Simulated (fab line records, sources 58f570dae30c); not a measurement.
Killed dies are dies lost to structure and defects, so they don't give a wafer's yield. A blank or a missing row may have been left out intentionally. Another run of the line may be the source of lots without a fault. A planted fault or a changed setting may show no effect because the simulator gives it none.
fab line records	flow berkeley-cmos170	part 1 of 2: steps 1 to 31 of 41
record lots=5	wafers=15	last-day=13
route steps=331 shown PFIELD@88 FIELD@89 SACOX@97 SCREENOX@100 NVT@104 PVT@115 GATE@125
lots that met no fault: taken from a fault-free run of the same line
start-h: hours from the record's opening day to when the first of the lot's shown wafers began	wait-h: hours since the lot's step before	" same as the row above	L1.1+2: several wafers, shown together as one row	- value missing, or start not given	* or withheld: withheld	< > ~ a bound
route shown NAME@n: names a module that has steps shown in the file, with the first one's number in the route	usual: mean and standard deviation over wafers with no fault	same: alike in all rows	chamber/n: place in a boat	sites: per-site readings	_std_site: the standard deviation of these	_edge_site: the outer-site mean with the inner-site mean subtracted	radius-mm: for every site, how far away it sits from the centre of the wafer	mask NAME#n: copy n	behind: the most recent tool/chamber to have shaped the wafer	hold: cause of the lot's hold/its duration in hours/its outcome	device: the n, p or np transistor that did not switch	end of line: the route-end tests of the same wafers	a step without rows: its recipe alone	killed: at the first sort, the dies lost to defects and structure; wafer yield is something else	map: per-die view of a wafer (x killed, . not killed, _ where there is no die)
set.NAME: the setting that was run; set.NAME@STEP: the one run at that earlier step	model.NAME: the simulator's own value behind a step, which no gauge read
a table for each step, a row for each wafer; lots at some steps of the route
services: when a tool's chamber went out of use (start-h, in hours from the record's first day, below 0 if earlier), for how many hours, and the reason
## steps
# step UCB170_PFIELD_TW_MEAS_09
# usual PFIELD_TW=599/5
lot.wafer	tool	chamber	start-h	wait-h	PFIELD_TW
L077.3	film-metro-01	-	110.22	0.1	597
L077.5	"	-	"	"	593
L077.6	"	-	"	"	597
L083.2	film-metro-04	-	149.23	0.1	605
L083.4	"	-	"	"	605
L083.5	"	-	"	"	604
L085.3	film-metro-04	-	160.85	0.1	603
L085.4	"	-	"	"	603
L085.5	"	-	"	"	604
L089.4	film-metro-02	-	184.65	0.1	598
L089.5	"	-	"	"	599
L089.6	"	-	"	"	598
L088.1	film-metro-01	-	184.74	0.1	598
L088.3	"	-	"	"	594
L088.6	"	-	"	"	595
# step UCB170_FIELD_CLEAN_00
# recipe chemistry=dHF	dilution=25:1	time-s=7.5
# same time-s=7.5
lot.wafer	tool	chamber	start-h	wait-h
L077.3+5+6	wet-bench-02	2	110.26	0.0
L083.2+4+5	wet-bench-01	3	149.28	0.0
L085.3+4+5	wet-bench-03	3	160.89	0.0
L089.4+5+6	wet-bench-02	1	184.68	0.0
L088.1+3+6	wet-bench-02	1	184.80	0.1
# step UCB170_FIELD_OXIDATION_01
# recipe temp-c=1000	ambient=H2O	p-h2o-torr=584.62	target-thk-a=5583	ox-time-s=7200
# usual ox-temp-c-max=1003.7/1.1
lot.wafer	tool	chamber	start-h	wait-h	ox-temp-c-max
L077.3	furnace-04	0	116.03	5.8	1003.6
L077.5	"	0	"	"	1002.0
L077.6	"	0	"	"	1001.8
L083.2	furnace-02	0	156.06	6.8	1003.1
L083.4	"	0	"	"	1003.1
L083.5	"	0	"	"	1003.3
L085.3	furnace-04	0	171.30	10.4	1003.0
L085.4	"	0	"	"	1003.2
L085.5	"	0	"	"	1003.3
L088.1	furnace-04	0	191.15	6.3	1003.9
L088.3	"	0	"	"	1003.2
L088.6	"	0	"	"	1003.2
L089.4	furnace-04	0	191.15	6.5	1002.6
L089.5	"	0	"	"	1004.4
L089.6	"	0	"	"	1002.9
# step UCB170_FIELD_THK_MEAS_02
# recipe reads=SiO2_of_FIELD_OXIDATION_01
# usual FIELD_OXIDE_THK=554/11
lot.wafer	tool	chamber	start-h	wait-h	FIELD_OXIDE_THK[nm]
L077.3	film-metro-01	-	119.05	0.0	566
L077.5	"	-	"	"	559
L077.6	"	-	"	"	559
L083.2	film-metro-03	-	159.18	0.1	548
L083.4	"	-	"	"	547
L083.5	"	-	"	"	564
L085.3	film-metro-04	-	174.32	0.0	563
L085.4	"	-	"	"	568
L085.5	"	-	"	"	565
L088.1	film-metro-03	-	194.15	0.0	567
L088.3	"	-	"	"	558
L088.6	"	-	"	"	575
L089.4	film-metro-04	-	194.18	0.0	564
L089.5	"	-	"	"	560
L089.6	"	-	"	"	572
# step UCB170_FIELD_ANNEAL_03
# recipe temp-c=1000	time-s=1200	ambient=N2
# same time-s=1200
lot.wafer	tool	chamber	start-h	wait-h
L077.3+5+6	furnace-02	0	125.34	6.3
L083.2+4+5	furnace-02	0	168.07	8.9
L085.3+4+5	furnace-02	0	185.52	11.2
L088.1+3+6	furnace-04	0	200.83	6.7
L089.4+5+6	furnace-04	0	200.83	6.6
# step UCB170_FIELD_WET_ETCH_04
# recipe chemistry=dHF	dilution=10:1	target=SiO2	temp-c=25	time-s=60
# same time-s=60
lot.wafer	tool	chamber	start-h	wait-h
L077.3+5+6	wet-bench-03	2	126.67	0.0
L083.2+4+5	wet-bench-02	2	169.40	0.0
L085.3+4+5	wet-bench-02	2	186.85	0.0
L088.1+3+6	wet-bench-01	3	202.17	0.0
L089.4+5+6	wet-bench-01	2	202.17	0.0
# step UCB170_FIELD_WET_ETCH_05
# recipe chemistry=H3PO4	target=Si3N4	temp-c=160	time-s=12600
# same time-s=12600
lot.wafer	tool	chamber	start-h	wait-h
L077.3+5+6	wet-bench-02	3	126.70	0.0
L083.2+4+5	wet-bench-02	2	169.43	0.0
L085.3+4+5	wet-bench-01	1	186.88	0.0
L088.1+3+6	wet-bench-03	2	202.19	0.0
L089.4+5+6	wet-bench-03	1	202.19	0.0
# step UCB170_FIELD_WET_ETCH_06
# recipe chemistry=BOE	dilution=5:1	target=SiO2	temp-c=25	time-s=22
# same time-s=22
lot.wafer	tool	chamber	start-h	wait-h
L077.3+5+6	wet-bench-03	2	130.21	0.0
L083.2+4+5	wet-bench-03	1	173.61	0.0
L085.3+4+5	wet-bench-02	3	190.38	0.0
L088.1+3+6	wet-bench-02	2	205.70	0.0
L089.4+5+6	wet-bench-02	3	205.70	0.0
# step UCB170_FIELD_THK_MEAS_90
# recipe reads=SiO2_of_FIELD_OXIDATION_01
# usual FIELD_OXIDE_LEFT_1_THK=437/12
lot.wafer	tool	chamber	start-h	wait-h	FIELD_OXIDE_LEFT_1_THK[nm]
L077.3	film-metro-01	-	130.24	0.0	449
L077.5	"	-	"	"	442
L077.6	"	-	"	"	442
L083.2	film-metro-04	-	173.69	0.1	432
L083.4	"	-	"	"	430
L083.5	"	-	"	"	448
L085.3	film-metro-01	-	190.42	0.0	448
L085.4	"	-	"	"	454
L085.5	"	-	"	"	451
L089.4	film-metro-03	-	205.75	0.0	446
L089.5	"	-	"	"	442
L089.6	"	-	"	"	455
L088.1	film-metro-01	-	205.76	0.0	450
L088.3	"	-	"	"	442
L088.6	"	-	"	"	458
# step UCB170_SACOX_CLEAN_00
# recipe chemistry=dHF	dilution=25:1	time-s=7.5
# same time-s=7.5
lot.wafer	tool	chamber	start-h	wait-h
L077.3+5+6	wet-bench-04	0	130.28	0.0
L083.2+4+5	wet-bench-03	2	173.74	0.0
L085.3+4+5	wet-bench-04	1	190.46	0.0
L088.1+3+6	wet-bench-02	3	205.83	0.1
L089.4+5+6	wet-bench-02	1	205.83	0.1
# step UCB170_SACOX_OXIDATION_01
# recipe temp-c=900	ambient=O2	target-thk-a=144	ox-time-s=2400
# usual ox-temp-c-max=903.5/0.96
lot.wafer	tool	chamber	start-h	wait-h	ox-temp-c-max
L077.3	furnace-04	0	140.57	10.3	904.1
L077.5	"	0	"	"	903.2
L077.6	"	0	"	"	902.0
L083.2	furnace-02	0	182.35	8.6	904.4
L083.4	"	0	"	"	903.5
L083.5	"	0	"	"	903.6
L085.3	furnace-02	0	198.97	8.5	907.0
L085.4	"	0	"	"	904.5
L085.5	"	0	"	"	903.5
L088.1	furnace-02	0	213.22	7.4	903.1
L088.3	"	0	"	"	903.8
L088.6	"	0	"	"	902.1
L089.4	furnace-02	0	213.22	7.4	903.7
L089.5	"	0	"	"	903.1
L089.6	"	0	"	"	904.5
# step UCB170_SACOX_THK_MEAS_02
# recipe reads=SiO2_of_SACOX_OXIDATION_01
# usual SACOX_OXIDE_THK=14.31/0.27
lot.wafer	tool	chamber	start-h	wait-h	SACOX_OXIDE_THK[nm]
L077.3	film-metro-03	-	142.25	0.0	14.72
L077.5	"	-	"	"	14.68
L077.6	"	-	"	"	14.79
L083.2	film-metro-04	-	184.03	0.0	14.40
L083.4	"	-	"	"	14.28
L083.5	"	-	"	"	14.56
L085.3	film-metro-03	-	200.65	0.0	13.89
L085.4	"	-	"	"	14.12
L085.5	"	-	"	"	14.18
L088.1	film-metro-03	-	214.88	0.0	14.16
L088.3	"	-	"	"	14.22
L088.6	"	-	"	"	13.96
L089.4	film-metro-02	-	214.91	0.0	14.34
L089.5	"	-	"	"	14.21
L089.6	"	-	"	"	14.54
# step UCB170_SCREENOX_WET_ETCH_00
# recipe chemistry=dHF	dilution=25:1	target=SiO2	temp-c=25	time-s=200
# same time-s=200
lot.wafer	tool	chamber	start-h	wait-h
L077.3+5+6	wet-bench-04	3	142.29	0.0
L083.2+4+5	wet-bench-02	2	184.08	0.0
L085.3+4+5	wet-bench-04	0	200.69	0.0
L088.1+3+6	wet-bench-02	3	214.94	0.1
L089.4+5+6	wet-bench-02	2	214.94	0.0
# step UCB170_SCREENOX_OXIDATION_01
# recipe temp-c=900	ambient=O2	target-thk-a=144	ox-time-s=2400
# usual ox-temp-c-max=903.4/0.8
lot.wafer	tool	chamber	start-h	wait-h	ox-temp-c-max
L077.3	furnace-02	0	150.44	8.1	903.9
L077.5	"	0	"	"	904.4
L077.6	"	0	"	"	903.8
L083.2	furnace-02	0	190.95	6.8	904.2
L083.4	"	0	"	"	903.5
L083.5	"	0	"	"	903.7
L085.3	furnace-04	0	209.62	8.9	903.0
L085.4	"	0	"	"	902.5
L085.5	"	0	"	"	902.2
L088.1	furnace-02	0	224.15	9.1	904.8
L088.3	"	0	"	"	903.8
L088.6	"	0	"	"	904.5
L089.4	furnace-02	0	224.15	9.1	903.2
L089.5	"	0	"	"	903.7
L089.6	"	0	"	"	903.8
# step UCB170_SCREENOX_THK_MEAS_02
# recipe reads=SiO2_of_SCREENOX_OXIDATION_01
# usual SCREENOX_OXIDE_THK=14.18/0.23
lot.wafer	tool	chamber	start-h	wait-h	SCREENOX_OXIDE_THK[nm]
L077.3	film-metro-01	-	152.13	0.0	13.93
L077.5	"	-	"	"	14.14
L077.6	"	-	"	"	14.26
L083.2	film-metro-01	-	192.69	0.1	14.50
L083.4	"	-	"	"	14.21
L083.5	"	-	"	"	14.14
L085.3	film-metro-02	-	211.34	0.1	14.32
L085.4	"	-	"	"	14.20
L085.5	"	-	"	"	14.12
L088.1	film-metro-01	-	225.82	0.0	13.79
L088.3	"	-	"	"	14.04
L088.6	"	-	"	"	13.95
L089.4	film-metro-03	-	225.85	0.0	14.42
L089.5	"	-	"	"	14.60
L089.6	"	-	"	"	14.41
# step UCB170_SCREENOX_ANNEAL_03
# recipe temp-c=900	time-s=900	ambient=N2
# same time-s=900
lot.wafer	tool	chamber	start-h	wait-h
L077.3+5+6	furnace-04	0	159.67	7.5
L083.2+4+5	furnace-02	0	200.63	7.9
L085.3+4+5	furnace-02	0	218.82	7.5
L088.1+3+6	furnace-02	0	232.37	6.5
L089.4+5+6	furnace-02	0	232.37	6.5
# step UCB170_NVT_HMDS_00
# recipe prime-time-s=60	prime-temp-c=100
# usual chill-plate-temp-C=23.01/0.11
# same prime-time-s=60
lot.wafer	tool	chamber	start-h	wait-h	chill-plate-temp-C
L077.3	litho-track-04	0	161.42	0.5	22.96
L077.5	"	0	"	"	22.79
L077.6	"	0	"	"	22.92
L083.2	litho-track-02	0	201.91	0.0	23.02
L083.4	"	0	"	"	22.99
L083.5	"	0	"	"	22.95
L085.3	litho-track-03	0	220.15	0.1	22.90
L085.4	"	0	"	"	23.25
L085.5	"	0	"	"	22.97
L088.1	litho-track-04	0	233.69	0.1	23.10
L088.3	"	0	"	"	23.18
L088.6	"	0	"	"	23.08
L089.4	litho-track-02	0	233.69	0.1	22.99
L089.5	"	0	"	"	23.16
L089.6	"	0	"	"	22.96
# step UCB170_NVT_COAT_01
# recipe resist=KrF	spin-rpm=1500	resist-thk-nm=900
# usual chill-plate-temp-C=22.99/0.097
lot.wafer	tool	chamber	start-h	wait-h	chill-plate-temp-C
L077.3	litho-track-04	0	161.57	0.1	22.98
L077.5	"	0	"	"	23.00
L077.6	"	0	"	"	22.93
L083.2	litho-track-02	0	202.06	0.1	23.01
L083.4	"	0	"	"	23.04
L083.5	"	0	"	"	23.00
L085.3	litho-track-03	0	220.30	0.1	22.89
L085.4	"	0	"	"	23.05
L085.5	"	0	"	"	22.84
L088.1	litho-track-04	0	233.84	0.1	23.08
L088.3	"	0	"	"	23.16
L088.6	"	0	"	"	23.01
L089.4	litho-track-02	0	233.84	0.1	23.01
L089.5	"	0	"	"	23.06
L089.6	"	0	"	"	23.06
# step UCB170_NVT_SOFTBAKE_02
# recipe resist=KrF	temp-c=130	time-s=60
# usual chill-plate-temp-C=23.02/0.11
# same time-s=60
lot.wafer	tool	chamber	start-h	wait-h	chill-plate-temp-C
L077.3	litho-track-04	0	161.72	0.1	23.04
L077.5	"	0	"	"	23.05
L077.6	"	0	"	"	23.06
L083.2	litho-track-02	0	202.21	0.1	23.27
L083.4	"	0	"	"	23.18
L083.5	"	0	"	"	23.11
L085.3	litho-track-03	0	220.45	0.1	22.93
L085.4	"	0	"	"	23.00
L085.5	"	0	"	"	22.99
L088.1	litho-track-04	0	233.99	0.1	22.90
L088.3	"	0	"	"	23.00
L088.6	"	0	"	"	22.97
L089.4	litho-track-02	0	233.99	0.1	23.19
L089.5	"	0	"	"	23.14
L089.6	"	0	"	"	23.27
# step UCB170_NVT_EXPOSE_03
# recipe mask-id=PWELL	target-cd-nm=3000	na=0.5	sigma-outer=0.6	source-shape=conventional	dose-mj=30
# same na=0.5
lot.wafer	tool	chamber	start-h	wait-h	mask
L077.3+5+6	krf-scanner-01	0	162.13	0.4	PWELL#0
L083.2+4+5	krf-scanner-01	0	202.60	0.4	PWELL#0
L085.3+4+5	krf-scanner-01	0	220.80	0.3	PWELL#0
L089.4+5+6	krf-scanner-02	0	234.37	0.3	PWELL#0
L088.1+3+6	krf-scanner-02	0	234.43	0.4	PWELL#0
# step UCB170_NVT_PEB_04
# recipe peb-temp-c=130	peb-time-s=withheld	resist=KrF
# usual chill-plate-temp-C=23.01/0.092
lot.wafer	tool	chamber	start-h	wait-h	chill-plate-temp-C
L077.3	litho-track-04	0	162.26	0.1	23.03
L077.5	"	0	"	"	23.18
L077.6	"	0	"	"	23.12
L083.2	litho-track-02	0	202.72	0.1	23.17
L083.4	"	0	"	"	23.12
L083.5	"	0	"	"	23.08
L085.3	litho-track-03	0	220.93	0.1	22.88
L085.4	"	0	"	"	22.97
L085.5	"	0	"	"	22.90
L089.4	litho-track-04	0	234.50	0.1	23.00
L089.5	"	0	"	"	22.88
L089.6	"	0	"	"	22.85
L088.1	litho-track-02	0	234.54	0.1	22.88
L088.3	"	0	"	"	23.01
L088.6	"	0	"	"	22.84
# step UCB170_NVT_DEVELOP_05
# recipe developer=TMAH	develop-time-s=45	resist=KrF	dev-temp-c=21
# usual chill-plate-temp-C=22.98/0.11
lot.wafer	tool	chamber	start-h	wait-h	chill-plate-temp-C
L077.3	litho-track-04	0	-	-	23.00
L077.5	"	0	"	"	23.23
L077.6	"	0	"	"	22.96
L083.2	litho-track-02	0	-	-	22.99
L083.4	"	0	"	"	23.02
L083.5	"	0	"	"	23.06
L085.3	litho-track-03	0	-	-	22.89
L085.4	"	0	"	"	22.80
L085.5	"	0	"	"	23.01
L089.4	litho-track-04	0	-	-	22.78
L089.5	"	0	"	"	23.07
L089.6	"	0	"	"	22.93
L088.1	litho-track-02	0	-	-	22.97
L088.3	"	0	"	"	23.04
L088.6	"	0	"	"	23.03
# step UCB170_NVT_OVL_MEAS_06
# usual NVT_OVL=0/6.7
lot.wafer	tool	chamber	start-h	wait-h	NVT_OVL[nm]
L077.3	overlay-01	-	162.49	-	-16
L077.5	"	-	"	"	-18
L077.6	"	-	"	"	-7
L083.2	overlay-02	-	202.97	-	-2
L083.4	"	-	"	"	4
L083.5	"	-	"	"	3
L085.3	overlay-01	-	221.16	-	-6
L085.4	"	-	"	"	-3
L085.5	"	-	"	"	0
L089.4	overlay-01	-	234.72	-	6
L089.5	"	-	"	"	-4
L089.6	"	-	"	"	12
L088.1	overlay-02	-	234.82	-	5
L088.3	"	-	"	"	7
L088.6	"	-	"	"	1
# step UCB170_NVT_IMPLANT_07
# recipe species=BF2	dose-cm2=3e+12	energy-kev=50	tilt-deg=7
# usual faraday-current-uA=9.50/0.18	tilt-deg=7.006/0.021
lot.wafer	tool	chamber	start-h	wait-h	faraday-current-uA	tilt-deg
L077.3	implanter-04	0	162.57	0.1	9.70	6.989
L077.5	"	0	"	"	9.36	6.994
L077.6	"	0	"	"	9.22	7.003
L083.2	implanter-01	0	203.03	0.0	9.30	7.016
L083.4	"	0	"	"	9.43	7.010
L083.5	"	0	"	"	9.63	7.015
L085.3	implanter-03	0	221.24	0.1	9.59	6.999
L085.4	"	0	"	"	9.62	7.023
L085.5	"	0	"	"	9.33	7.007
L089.4	implanter-03	0	234.81	0.1	9.50	6.964
L089.5	"	0	"	"	9.56	7.031
L089.6	"	0	"	"	9.45	6.997
L088.1	implanter-01	0	234.85	0.0	9.67	7.028
L088.3	"	0	"	"	9.45	7.057
L088.6	"	0	"	"	9.79	7.022
# step UCB170_NVT_STRIP_08
# recipe chemistry=O2	power-w=400	pressure-mtorr=3500	platen-temp-c=withheld	o2-flow-sccm=400	overash-fraction=0.5
# usual drypump-motor-current-A=5.8/0.41	oes-product-au=0.734/0.0045	strip-time-to-endpoint-s=21.61/0.058
lot.wafer	tool	chamber	start-h	wait-h	drypump-motor-current-A	oes-product-au	rf-hours-counter-h	strip-time-to-endpoint-s
L077.3	plasma-asher-04	1	162.70	0.1	5.5	0.733	-	21.68
L077.5	"	0	"	"	5.4	0.730	-	21.65
L077.6	"	1	"	"	5.5	0.739	-	21.65
L083.2	plasma-asher-04	1	203.15	0.1	5.5	0.742	48	21.58
L083.4	"	1	"	"	5.5	0.737	-	21.47
L083.5	"	0	"	"	5.4	0.733	-	21.54
L085.3	plasma-asher-04	0	221.37	0.1	5.4	0.738	-	21.62
L085.4	"	1	"	"	5.5	0.734	-	21.57
L085.5	"	1	"	"	5.5	0.731	-	21.55
L089.4	plasma-asher-03	1	234.92	0.1	6.4	0.733	-	21.55
L089.5	"	0	"	"	5.6	0.734	-	21.58
L089.6	"	1	"	"	6.4	0.729	-	21.63
L088.1	plasma-asher-03	1	235.00	0.1	6.4	0.740	11	21.69
L088.3	"	0	"	"	5.6	0.729	-	21.64
L088.6	"	0	"	"	5.6	0.729	-	21.63
# step UCB170_NVT_TW_MEAS_09
# usual NVT_TW=523/4.4
lot.wafer	tool	chamber	start-h	wait-h	NVT_TW
L077.3	film-metro-04	-	162.79	0.1	527
L077.5	"	-	"	"	526
L077.6	"	-	"	"	528
L083.2	film-metro-01	-	203.26	0.1	517
L083.4	"	-	"	"	520
L083.5	"	-	"	"	522
L085.3	film-metro-02	-	221.46	0.1	525
L085.4	"	-	"	"	521
L085.5	"	-	"	"	519
L089.4	film-metro-04	-	235.02	0.1	531
L089.5	"	-	"	"	527
L089.6	"	-	"	"	528
L088.1	film-metro-02	-	235.10	0.1	526
L088.3	"	-	"	"	524
L088.6	"	-	"	"	525
# step UCB170_NVT_CLEAN_10
# recipe chemistry=SPM	temp-c=120	time-s=600
# same time-s=600
lot.wafer	tool	chamber	start-h	wait-h
L077.3+5+6	wet-bench-03	2	162.83	0.0
L083.2+4+5	wet-bench-01	2	203.31	0.0
L085.3+4+5	wet-bench-01	3	224.08	2.6
L088.1+3+6	wet-bench-04	0	236.47	1.4
L089.4+5+6	wet-bench-04	0	236.47	1.4
# step UCB170_PVT_HMDS_00
# recipe prime-time-s=60	prime-temp-c=100
# usual chill-plate-temp-C=22.98/0.1
# same prime-time-s=60
lot.wafer	tool	chamber	start-h	wait-h	chill-plate-temp-C
L077.3	litho-track-01	0	163.05	0.1	23.14
L077.5	"	0	"	"	23.15
L077.6	"	0	"	"	23.22
L083.2	litho-track-03	0	204.07	0.6	22.94
L083.4	"	0	"	"	22.88
L083.5	"	0	"	"	22.92
L085.3	litho-track-03	0	224.77	0.5	22.98
L085.4	"	0	"	"	22.88
L085.5	"	0	"	"	22.94
L088.1	litho-track-01	0	236.65	0.0	22.87
L088.3	"	0	"	"	23.05
L088.6	"	0	"	"	23.07
L089.4	litho-track-02	0	236.72	0.1	22.98
L089.5	"	0	"	"	22.92
L089.6	"	0	"	"	22.96
# step UCB170_PVT_COAT_01
# recipe resist=KrF	spin-rpm=1500	resist-thk-nm=900
# usual chill-plate-temp-C=22.98/0.11
lot.wafer	tool	chamber	start-h	wait-h	chill-plate-temp-C
L077.3	litho-track-01	0	163.20	0.1	22.88
L077.5	"	0	"	"	23.01
L077.6	"	0	"	"	23.13
L083.2	litho-track-03	0	204.22	0.1	23.03
L083.4	"	0	"	"	23.05
L083.5	"	0	"	"	22.97
L085.3	litho-track-03	0	224.92	0.1	23.09
L085.4	"	0	"	"	23.18
L085.5	"	0	"	"	23.16
L088.1	litho-track-01	0	236.80	0.1	23.09
L088.3	"	0	"	"	23.18
L088.6	"	0	"	"	22.94
L089.4	litho-track-02	0	236.87	0.1	22.90
L089.5	"	0	"	"	23.01
L089.6	"	0	"	"	22.89
# step UCB170_PVT_SOFTBAKE_02
# recipe resist=KrF	temp-c=130	time-s=60
# usual chill-plate-temp-C=23.02/0.1
# same time-s=60
lot.wafer	tool	chamber	start-h	wait-h	chill-plate-temp-C
L077.3	litho-track-01	0	163.35	0.1	22.97
L077.5	"	0	"	"	23.00
L077.6	"	0	"	"	23.18
L083.2	litho-track-03	0	204.37	0.1	23.09
L083.4	"	0	"	"	22.85
L083.5	"	0	"	"	22.89
L085.3	litho-track-03	0	225.07	0.1	23.15
L085.4	"	0	"	"	23.08
L085.5	"	0	"	"	23.03
L088.1	litho-track-01	0	236.95	0.1	23.03
L088.3	"	0	"	"	22.87
L088.6	"	0	"	"	23.06
L089.4	litho-track-02	0	237.02	0.1	22.82
L089.5	"	0	"	"	22.77
L089.6	"	0	"	"	23.09
# step UCB170_PVT_EXPOSE_03
# recipe mask-id=NWELL	target-cd-nm=3000	na=0.5	sigma-outer=0.6	source-shape=conventional	dose-mj=30
# same na=0.5
lot.wafer	tool	chamber	start-h	wait-h	mask
L077.3+5+6	krf-scanner-02	0	163.74	0.4	NWELL#0
L083.2+4+5	krf-scanner-01	0	204.52	0.1	NWELL#0
L085.3+4+5	krf-scanner-02	0	225.52	0.4	NWELL#0
L089.4+5+6	krf-scanner-02	0	237.16	0.1	NWELL#0
L088.1+3+6	krf-scanner-02	0	237.22	0.2	NWELL#0
